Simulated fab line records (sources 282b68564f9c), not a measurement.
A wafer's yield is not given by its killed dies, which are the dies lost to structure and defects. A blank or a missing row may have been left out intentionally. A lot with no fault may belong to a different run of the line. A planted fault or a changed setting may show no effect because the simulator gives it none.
fab line records    flow rit-cmos
[record] lots = 14  wafers = 42  last-day = 7
route steps=202 shown SPACER@128
lots untouched by any fault: they come from a run of this same line in which no faults occurred
start-h: hours from the record's opening day to when the first of the lot's shown wafers began    wait-h: hours since the lot's step before    " identical to the entry in the row above    L1.1+2: a row that stands for several wafers    - no value, or no start was given    * or withheld: withheld    < > ~ a bound
route shown NAME@n: NAME is a module with steps in the file, n the number in the route of the first one    usual: the fault-free wafers' mean and standard deviation    same: alike in all rows    chamber/n: place in a boat    sites: readings site by site    _std_site: standard deviation across them    _edge_site: the outer-site mean with the inner-site mean subtracted    radius-mm: how far each site lies from the wafer's centre    mask NAME#n: copy n    behind: tool/chamber where the wafer was last shaped    hold: reason for holding the lot/hours on hold/outcome of the hold    device: whichever transistor did not switch (one of n, p or np)    end of line: tests run on the same wafers once the route is complete    where a step has no rows: the recipe by itself    killed: at the first sort, the dies lost to defects and structure; wafer yield is something else    map: per-die view of a wafer (x killed, . not killed, _ where there is no die)
set.NAME: setting as actually run; set.NAME@STEP: the setting as run at that earlier step    model.NAME: the simulator's own value behind a step, which no gauge read
a sample of lots followed through the steps of the route, with each step as a table and each wafer as a row
services: from which hour (start-h, from the record's first day; less than 0 if before it) a tool's chamber was out of use, for how many hours, and why
[[steps]]
[step RIT_SPACER_CVD_03]
[recipe] material = Si3N4  target-thk-nm = 250  temp-c = 810  precursor = SiH2Cl2/NH3  time-s = 3300  pressure-mtorr = 300  sih2cl2-flow-sccm = 60  nh3-flow-sccm = 150
lot.wafer   tool      chamber  start-h  wait-h
L992.1+3+6  lpcvd-01  1        43.64    0.0
L993.1+2+6  lpcvd-02  0        53.43    0.0
L994.2+3+4  lpcvd-02  0        55.63    0.0
L995.1+3+4  lpcvd-01  1        59.87    0.0
L996.1+3+4  lpcvd-02  0        63.74    0.0
L997.2+3+4  lpcvd-01  0        68.98    0.0
L998.3+5+6  lpcvd-01  0        73.35    0.0
L999.1+5+6  lpcvd-02  1        78.45    0.0
L100.1+2+6  lpcvd-02  1        84.60    0.0
L101.1+3+4  lpcvd-02  1        89.96    0.0
L103.1+2+4  lpcvd-01  1        100.44   0.0
L108.1+3+6  lpcvd-01  0        124.76   0.0
L110.2+4+5  lpcvd-01  0        134.27   0.0
L115.2+4+6  lpcvd-02  1        159.36   0.0
[step RIT_SPACER_THK_MEAS_04]
[recipe] reads = Si3N4_of_SPACER_CVD_03
[usual] SPACER_NITRIDE_THK = 249.3/2.4
lot.wafer  tool           chamber  start-h  wait-h  SPACER_NITRIDE_THK[nm]
L992.1     film-metro-03  -        45.56    0.0     247.8
L992.3     "              -        "        "       248.2
L992.6     "              -        "        "       247.8
L993.1     film-metro-03  -        55.35    0.0     249.2
L993.2     "              -        "        "       248.6
L993.6     "              -        "        "       248.3
L994.2     film-metro-02  -        57.56    0.0     249.7
L994.3     "              -        "        "       250.5
L994.4     "              -        "        "       251.0
L995.1     film-metro-04  -        61.78    0.0     252.0
L995.3     "              -        "        "       250.4
L995.4     "              -        "        "       251.4
L996.1     film-metro-03  -        65.66    0.0     250.4
L996.3     "              -        "        "       251.9
L996.4     "              -        "        "       250.5
L997.2     film-metro-02  -        70.91    0.0     252.3
L997.3     "              -        "        "       252.1
L997.4     "              -        "        "       252.1
L998.3     film-metro-03  -        75.29    0.0     250.0
L998.5     "              -        "        "       249.6
L998.6     "              -        "        "       247.0
L999.1     film-metro-04  -        80.37    0.0     250.5
L999.5     "              -        "        "       251.3
L999.6     "              -        "        "       250.1
L100.1     film-metro-04  -        86.52    0.0     371.8
L100.2     "              -        "        "       372.0
L100.6     "              -        "        "       376.0
L101.1     film-metro-02  -        91.87    0.0     368.9
L101.3     "              -        "        "       372.5
L101.4     "              -        "        "       368.7
L103.1     film-metro-03  -        102.36   0.0     246.6
L103.2     "              -        "        "       246.1
L103.4     "              -        "        "       244.4
L108.1     film-metro-04  -        126.67   0.0     251.3
L108.3     "              -        "        "       249.7
L108.6     "              -        "        "       253.6
L110.2     film-metro-02  -        136.20   0.0     248.2
L110.4     "              -        "        "       247.7
L110.5     "              -        "        "       246.5
L115.2     film-metro-04  -        161.29   0.0     246.7
L115.4     "              -        "        "       245.5
L115.6     "              -        "        "       244.0
[step RIT_SPACER_ETCHBACK_05]
[recipe] target-depth-a = 2500  SF6_flow_sccm = 30  CHF3_flow_sccm = 30  target = Si3N4  chemistry = SF6/CHF3  pressure-mtorr = 40  rf-w = 241.3  time-s = 240  stop-on = SiO2
[usual] chamber-pressure-mTorr = 40.00/0.034  drypump-motor-current-A = 5.8/0.44  oes-product-au = 0.840/0.013  throttle-valve-pct = 10.29/0.17
lot.wafer  tool         chamber  start-h  wait-h  chamber-pressure-mTorr  drypump-motor-current-A  oes-product-au  rf-hours-counter-h  throttle-valve-pct
L992.1     rie-diel-04  3        45.62    0.1     40.00                   5.1                      0.820           87                  10.59
L992.3     "            0        "        "       40.05                   6.2                      0.847           102                 10.04
L992.6     "            0        "        "       40.03                   6.3                      0.834           -                   10.06
L993.1     rie-diel-01  0        55.41    0.1     40.03                   6.1                      0.843           149                 10.11
L993.2     "            3        "        "       40.02                   5.5                      0.832           4                   10.25
L993.6     "            3        "        "       40.08                   5.5                      0.840           -                   10.24
L994.2     rie-diel-02  2        57.61    0.0     39.97                   5.5                      0.824           151                 10.38
L994.3     "            0        "        "       40.04                   5.2                      0.859           26                  10.30
L994.4     "            1        "        "       39.95                   6.5                      0.852           3                   10.42
L995.1     rie-diel-02  0        61.84    0.1     40.06                   5.1                      0.855           26                  10.29
L995.3     "            3        "        "       39.96                   6.2                      0.837           155                 10.41
L995.4     "            1        "        "       40.01                   6.5                      0.842           3                   10.41
L996.1     rie-diel-01  0        65.72    0.1     40.03                   6.1                      0.848           149                 10.10
L996.3     "            2        "        "       40.07                   6.2                      0.866           52                  10.20
L996.4     "            2        "        "       39.96                   6.2                      0.863           -                   10.18
L997.2     rie-diel-04  0        70.96    0.0     40.00                   6.2                      0.843           102                 10.05
L997.3     "            0        "        "       39.99                   6.3                      0.847           -                   10.06
L997.4     "            2        "        "       40.00                   5.3                      0.853           -                   10.56
L998.3     rie-diel-02  3        75.33    0.0     40.00                   6.2                      0.826           155                 10.41
L998.5     "            3        "        "       39.96                   6.2                      0.824           -                   10.42
L998.6     "            0        "        "       40.03                   5.1                      0.838           -                   10.28
L999.1     rie-diel-01  1        80.43    0.1     40.05                   5.8                      0.846           0                   10.31
L999.5     "            0        "        "       39.97                   6.1                      0.845           -                   10.10
L999.6     "            1        "        "       40.01                   5.8                      0.828           -                   10.29
L100.1     rie-diel-01  0        86.58    0.1     39.93                   6.1                      0.989           150                 10.15
L100.2     "            3        "        "       40.04                   5.5                      0.975           4                   10.28
L100.6     "            0        "        "       40.06                   6.1                      0.988           -                   10.15
L101.1     rie-diel-02  3        91.93    0.1     40.04                   6.2                      0.968           155                 10.46
L101.3     "            0        "        "       39.99                   5.1                      0.997           27                  10.34
L101.4     "            2        "        "       40.07                   5.5                      0.985           151                 10.41
L103.1     rie-diel-04  3        102.42   0.1     39.96                   5.1                      0.807           88                  10.55
L103.2     "            0        "        "       40.04                   6.2                      0.837           103                 10.05
L103.4     "            2        "        "       40.02                   5.3                      0.823           7                   10.56
L108.1     rie-diel-01  2        126.73   0.1     40.03                   6.2                      0.861           53                  10.18
L108.3     "            3        "        "       40.04                   5.5                      0.843           5                   10.25
L108.6     "            1        "        "       39.97                   5.8                      0.844           -                   10.29
L110.2     rie-diel-02  1        136.25   0.0     40.01                   6.4                      0.844           4                   10.41
L110.4     "            0        "        "       40.02                   5.1                      0.848           28                  10.29
L110.5     "            3        "        "       40.01                   6.2                      0.825           -                   10.41
L115.2     rie-diel-01  1        161.34   0.0     39.96                   5.8                      0.828           2                   10.30
L115.4     "            2        "        "       40.01                   6.2                      0.857           -                   10.16
L115.6     "            3        "        "       39.98                   5.5                      0.827           -                   10.25
[[services]]
tool         chamber  start-h  hours  kind
rie-diel-04  2        27.79    10.4   repair
rie-diel-01  0        30.76    19.4   repair
rie-diel-01  1        32.34    2.6    repair
rie-diel-02  -        39.46    1.9    repair
rie-diel-04  1        46.52    11.5   repair
rie-diel-01  1        50.16    -      clean
rie-diel-01  1        50.16    19.1   scheduled-down
rie-diel-01  1        50.16    19.1   vent-cycle
rie-diel-04  1        58.94    12.4   repair
rie-diel-01  -        60.98    4.1    repair
rie-diel-04  3        63.48    12.8   repair
rie-diel-01  -        67.61    0.7    repair
rie-diel-02  -        71.46    2.8    pm
rie-diel-04  2        78.94    5.8    repair
rie-diel-04  3        114.91   13.8   repair
rie-diel-02  3        117.52   -      clean
rie-diel-02  3        117.52   15.7   scheduled-down
rie-diel-04  0        123.08   3.4    repair
rie-diel-02  2        126.91   3.8    repair
rie-diel-01  0        146.91   -      clean
rie-diel-01  0        146.91   17.6   scheduled-down
rie-diel-01  0        146.91   17.6   vent-cycle
lpcvd-01     -        152.23   0.7    repair
rie-diel-04  2        154.73   7.5    repair
[[key]]
[first-sign] step = RIT_SPACER_THK_MEAS_04  reading = SPACER_NITRIDE_THK  direction = up  sigmas = 51  usual = 249.3  struck = 371.7
[effect] step = RIT_SPACER_ETCHBACK_05  reading = oes-product-au  direction = up  sigmas = 11  usual = 0.840  struck = 0.984
met-at RIT_SPACER_CVD_03
struck-lots L100,L101
struck-wafers L100.1,L100.2,L100.6,L101.1,L101.3,L101.4
later-rows-left-out L100.1,L100.2,L100.6,L101.1,L101.3,L101.4
sort-left-out L100.1,L100.2,L100.6,L101.1,L101.3,L101.4
tester-left-out L100,L101
onset-between 78.45 84.60
[fault] kind = process-parameter-drift  tool = lpcvd-02  chamber = 1  onset-h = 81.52  steps = RIT_SPACER_CVD_03  channel = target-thk-nm  offset = 122.64  shape = step  end-h = 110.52  acts-in = these-recipes-only  stated = 250
// tester-left-out: of these lots the tester's yield and bins aren't shown, on N5 and GAA mostly nor the transistor test; their killed dies are dies lost to structure and defects alone, not to doping, threshold or leakage, so they don't give the yield
// sort-left-out: the simulated sort isn't trusted on such a fault, so these wafers' sort isn't shown, and their yield isn't known
// later-rows-left-out: the simulator's readings of these wafers behind a module that went badly wrong aren't trusted and aren't shown, but for the sort
